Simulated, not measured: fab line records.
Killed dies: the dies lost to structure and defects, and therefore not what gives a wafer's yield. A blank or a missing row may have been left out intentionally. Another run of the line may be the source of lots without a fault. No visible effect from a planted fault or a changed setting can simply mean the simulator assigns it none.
Split-lot experiment || flow rit cmos || on a route of 202 steps: 5 lots, 23 wafers read

== THE SPLIT ITSELF ==
At RIT_NRETRO_SOFTBAKE_02 (time 60 s), the setting temp c was moved away from the recipe's 90 C on 7 of the 23 wafers read, by +1.5% to +3.8%. For the rest of the wafers, this setting stayed at what the recipe calls for.

Reading taken at the split's own step.

== THE READING ==
NOVOLAK_of_NRETRO_COAT_01.thk nm (the simulator's own value, which no gauge read), in nm, at RIT_NRETRO_SOFTBAKE_02 (time 60 s). The file does not state a usual value for it. Here, 16 wafers ran the recipe; their average is 1291 nm with a standard deviation of 3.4 nm.

{"wafer": "L075.1", "tool, chamber at the split": "litho track-02, 0", "temp c as run, C": 90, "against the recipe": "recipe", "NOVOLAK_of_NRETRO_COAT_01.thk nm, nm": 1290, "against lot-mates on the recipe": "-"}
{"wafer": "L075.5", "tool, chamber at the split": "litho track-02, 0", "temp c as run, C": 90, "against the recipe": "recipe", "NOVOLAK_of_NRETRO_COAT_01.thk nm, nm": 1290, "against lot-mates on the recipe": "-"}
{"wafer": "L075.2", "tool, chamber at the split": "litho track-02, 0", "temp c as run, C": 93.43, "against the recipe": "+3.8%", "NOVOLAK_of_NRETRO_COAT_01.thk nm, nm": 1280, "against lot-mates on the recipe": -11}
{"wafer": "L075.3", "tool, chamber at the split": "litho track-02, 0", "temp c as run, C": 90, "against the recipe": "recipe", "NOVOLAK_of_NRETRO_COAT_01.thk nm, nm": 1293, "against lot-mates on the recipe": "-"}
{"wafer": "L075.4", "tool, chamber at the split": "litho track-02, 0", "temp c as run, C": 93.43, "against the recipe": "+3.8%", "NOVOLAK_of_NRETRO_COAT_01.thk nm, nm": 1277, "against lot-mates on the recipe": -14}
{"wafer": "L076.1", "tool, chamber at the split": "litho track-04, 0", "temp c as run, C": 90, "against the recipe": "recipe", "NOVOLAK_of_NRETRO_COAT_01.thk nm, nm": 1299, "against lot-mates on the recipe": "-"}
{"wafer": "L076.2", "tool, chamber at the split": "litho track-04, 0", "temp c as run, C": 92.94, "against the recipe": "+3.3%", "NOVOLAK_of_NRETRO_COAT_01.thk nm, nm": 1283, "against lot-mates on the recipe": -12}
{"wafer": "L076.3", "tool, chamber at the split": "litho track-04, 0", "temp c as run, C": 92.94, "against the recipe": "+3.3%", "NOVOLAK_of_NRETRO_COAT_01.thk nm, nm": 1287, "against lot-mates on the recipe": -8}
{"wafer": "L076.5", "tool, chamber at the split": "litho track-04, 0", "temp c as run, C": 90, "against the recipe": "recipe", "NOVOLAK_of_NRETRO_COAT_01.thk nm, nm": 1290, "against lot-mates on the recipe": "-"}
{"wafer": "L076.6", "tool, chamber at the split": "litho track-04, 0", "temp c as run, C": 90, "against the recipe": "recipe", "NOVOLAK_of_NRETRO_COAT_01.thk nm, nm": 1296, "against lot-mates on the recipe": "-"}
{"wafer": "L077.1", "tool, chamber at the split": "litho track-02, 0", "temp c as run, C": 90, "against the recipe": "recipe", "NOVOLAK_of_NRETRO_COAT_01.thk nm, nm": 1290, "against lot-mates on the recipe": "-"}
{"wafer": "L077.2", "tool, chamber at the split": "litho track-02, 0", "temp c as run, C": 90, "against the recipe": "recipe", "NOVOLAK_of_NRETRO_COAT_01.thk nm, nm": 1293, "against lot-mates on the recipe": "-"}
{"wafer": "L077.5", "tool, chamber at the split": "litho track-02, 0", "temp c as run, C": 90, "against the recipe": "recipe", "NOVOLAK_of_NRETRO_COAT_01.thk nm, nm": 1292, "against lot-mates on the recipe": "-"}
{"wafer": "L078.1", "tool, chamber at the split": "litho track-03, 0", "temp c as run, C": 90, "against the recipe": "recipe", "NOVOLAK_of_NRETRO_COAT_01.thk nm, nm": 1287, "against lot-mates on the recipe": "-"}
{"wafer": "L078.3", "tool, chamber at the split": "litho track-03, 0", "temp c as run, C": 90, "against the recipe": "recipe", "NOVOLAK_of_NRETRO_COAT_01.thk nm, nm": 1289, "against lot-mates on the recipe": "-"}
{"wafer": "L078.4", "tool, chamber at the split": "litho track-03, 0", "temp c as run, C": 90, "against the recipe": "recipe", "NOVOLAK_of_NRETRO_COAT_01.thk nm, nm": 1291, "against lot-mates on the recipe": "-"}
{"wafer": "L078.5", "tool, chamber at the split": "litho track-03, 0", "temp c as run, C": 90, "against the recipe": "recipe", "NOVOLAK_of_NRETRO_COAT_01.thk nm, nm": 1292, "against lot-mates on the recipe": "-"}
{"wafer": "L078.6", "tool, chamber at the split": "litho track-03, 0", "temp c as run, C": 90, "against the recipe": "recipe", "NOVOLAK_of_NRETRO_COAT_01.thk nm, nm": 1286, "against lot-mates on the recipe": "-"}
{"wafer": "L082.1", "tool, chamber at the split": "litho track-04, 0", "temp c as run, C": 91.32, "against the recipe": "+1.5%", "NOVOLAK_of_NRETRO_COAT_01.thk nm, nm": 1282, "against lot-mates on the recipe": -6}
{"wafer": "L082.2", "tool, chamber at the split": "litho track-04, 0", "temp c as run, C": 91.32, "against the recipe": "+1.5%", "NOVOLAK_of_NRETRO_COAT_01.thk nm, nm": 1285, "against lot-mates on the recipe": -3}
{"wafer": "L082.3", "tool, chamber at the split": "litho track-04, 0", "temp c as run, C": 90, "against the recipe": "recipe", "NOVOLAK_of_NRETRO_COAT_01.thk nm, nm": 1285, "against lot-mates on the recipe": "-"}
{"wafer": "L082.4", "tool, chamber at the split": "litho track-04, 0", "temp c as run, C": 90, "against the recipe": "recipe", "NOVOLAK_of_NRETRO_COAT_01.thk nm, nm": 1291, "against lot-mates on the recipe": "-"}
{"wafer": "L082.6", "tool, chamber at the split": "litho track-04, 0", "temp c as run, C": 91.32, "against the recipe": "+1.5%", "NOVOLAK_of_NRETRO_COAT_01.thk nm, nm": 1286, "against lot-mates on the recipe": -2}

FIT RESULTS
A straight line over all 23 wafers: NOVOLAK_of_NRETRO_COAT_01.thk nm changes by -2.78 nm for each +1% of temp c; r = -0.75; the points scatter about the line by 3.4 nm.
The same after taking each lot's own level away (the mean of its wafers on the recipe; 23 wafers): -3.14 nm for each +1%; r = -0.88; scatter 2.4 nm.
The reading moves by 12 nm for the largest change in temp c, on that fit.
From 1288.0 to 1295.0 nm: that is the span of the lots' own levels, equal to 2.1 times the standard deviation above.
So the lot-to-lot level blurs the effect unless lot-mates are compared.
Check: for one of the wafers moved furthest among these (+3.8%), held out of the fit, the line's prediction against its lot-mates is -12.2 nm. It came out at -11 nm against them.

== OTHER SPLITS ON THESE WAFERS ==
Other splits were also applied to these wafers ahead of the reading. Each is held against what the fit with the lots' levels taken away leaves over:
{"other split on the same wafers": "RIT_ACTIVE_CVD_03 time s", "wafers away from the commonest value": 15, "r with NOVOLAK_of_NRETRO_COAT_01.thk nm (lot level and that fit taken away)": -0.08}
{"other split on the same wafers": "RIT_ACTIVE_HARDBAKE_12 temp c", "wafers away from the commonest value": 10, "r with NOVOLAK_of_NRETRO_COAT_01.thk nm (lot level and that fit taken away)": "+0.11"}
{"other split on the same wafers": "RIT_FOX1_OXIDATION_00 temp c", "wafers away from the commonest value": 15, "r with NOVOLAK_of_NRETRO_COAT_01.thk nm (lot level and that fit taken away)": "+0.03"}
{"other split on the same wafers": "RIT_FOX2_OXIDATION_00 ox time s", "wafers away from the commonest value": 10, "r with NOVOLAK_of_NRETRO_COAT_01.thk nm (lot level and that fit taken away)": -0.01}

== THE FILE'S OWN FIT ==
NOVOLAK_of_NRETRO_COAT_01.thk nm changes by -3.2 nm for each +1% of temp c, r = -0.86.
